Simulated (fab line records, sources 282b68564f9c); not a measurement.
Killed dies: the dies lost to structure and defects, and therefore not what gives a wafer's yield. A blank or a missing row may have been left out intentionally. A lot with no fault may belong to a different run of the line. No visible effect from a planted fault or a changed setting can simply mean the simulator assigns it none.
A lot that was struck, set against a sound lot ; flow rit cmos ; 15 steps out of a route of 202
Sound: the wafers L796.2, L796.5, L796.6. Wafers L805.2, L805.4, L805.5 were the ones struck. At the end, the cause is stated.
Order at every step that has rows: each side's tool, ch and its chambers, its first start. Under that, the readings that differ: sound wafers ; struck wafers ; difference of the means ; sigmas: that difference in standard deviations of wafers without a fault.
alike: words and numbers the same on both sides, and readings whose means are apart by under 2 such deviations; not compared: readings that were withheld, readings missing a value for some wafer, numbers with overlapping values and no deviation given by the record, and bounds like >300 which may hide the same value.
The two part at a step that has a row with sigmas, a row that says differs or no value, or rows on one side only. Numbers that don't overlap but have no deviation are shown without sigmas and don't part them. A reading missing from all wafers of one side parts the sides only when that side holds two or more wafers.

RIT_GATE_THK_MEAS_07:
  sound on film metro-01 at day 4 12:40; struck on film metro-03 at day 6 10:13
  alike: GATE_OXIDE_THK
then, 1 step without rows for these wafers: RIT_GATE_CVD_08 (deposits poly-Si from SiH4, target thk 250 nm, time 2220 s).
RIT_GATE_THK_MEAS_09:
  sound on film metro-04 at day 4 14:20; struck on film metro-04 at day 6 11:53
  alike: GATE_POLY_THK
then, 6 steps without rows for these wafers: RIT_GATE_HMDS_10 (prime time 60 s); RIT_GATE_COAT_11 (resist thk 850 nm); RIT_GATE_SOFTBAKE_12 (time 60 s); RIT_GATE_EXPOSE_13 (exposes mask M6, target cd 150 nm); RIT_GATE_PEB_14; RIT_GATE_DEVELOP_15 (develop time 50 s).
RIT_GATE_CD_MEAS_16 targets a cd of 150 nm.
  sound on cd sem-01 at day 4 15:23; struck on cd sem-01 at day 6 12:48
  alike: cd nm
RIT_GATE_OVL_MEAS_17:
  sound on overlay-01 at day 4 15:29; struck on overlay-01 at day 6 12:55
  alike: GATE_OVL
then, 1 step without rows for these wafers: RIT_GATE_HARDBAKE_18 (time 60 s).
RIT_GATE_ETCH_19: etches poly-Si in SF6/CHF3/O2, stops on SiO2, time 165 s, target depth 312.5 nm.
  sound on rie si-01 ch 0,3, day 4 15:40; struck on rie si-02 ch 1,2,3, day 6 13:05
  no value came back on the struck wafers for any of 5 readings (CHF3_flow_sccm (sccm), O2_flow_sccm (sccm) and others); on the sound wafers CHF3_flow_sccm (sccm) reads 29.91 30.01 29.94
reading;sound;struck;difference;sigmas
model.NOVOLAK_of_GATE_COAT_11.thk nm (nm);670.2 670.7 672.7;750.5 751.1 751.8;+79.9;
model.SiO2_of_FOX2_OXIDATION_00.thk nm (nm);244.9 242.5 238.7;255 256 253;+13;
  not compared: rf hours counter h
RIT_GATE_STRIP_20: strips in O2, time 180 s.
  sound on plasma asher-01 ch 0,1, day 4 15:46; struck on plasma asher-01 ch 0,1, day 6 13:12
  alike: drypump motor current A
  not compared: rf hours counter h
RIT_GATE_CD_MEAS_90 targets a cd of 150 nm.
  sound on cd sem-02 at day 4 15:58; struck on cd sem-01 at day 6 13:23
reading;sound;struck;difference;sigmas
cd nm (nm);149.7 153.1 152.8;- - -;no value on the struck wafers;

## WHERE THEY PART
Last at RIT_GATE_CD_MEAS_90 as far as this record goes, first at RIT_GATE_ETCH_19.

WHY: the cause the simulator had injected
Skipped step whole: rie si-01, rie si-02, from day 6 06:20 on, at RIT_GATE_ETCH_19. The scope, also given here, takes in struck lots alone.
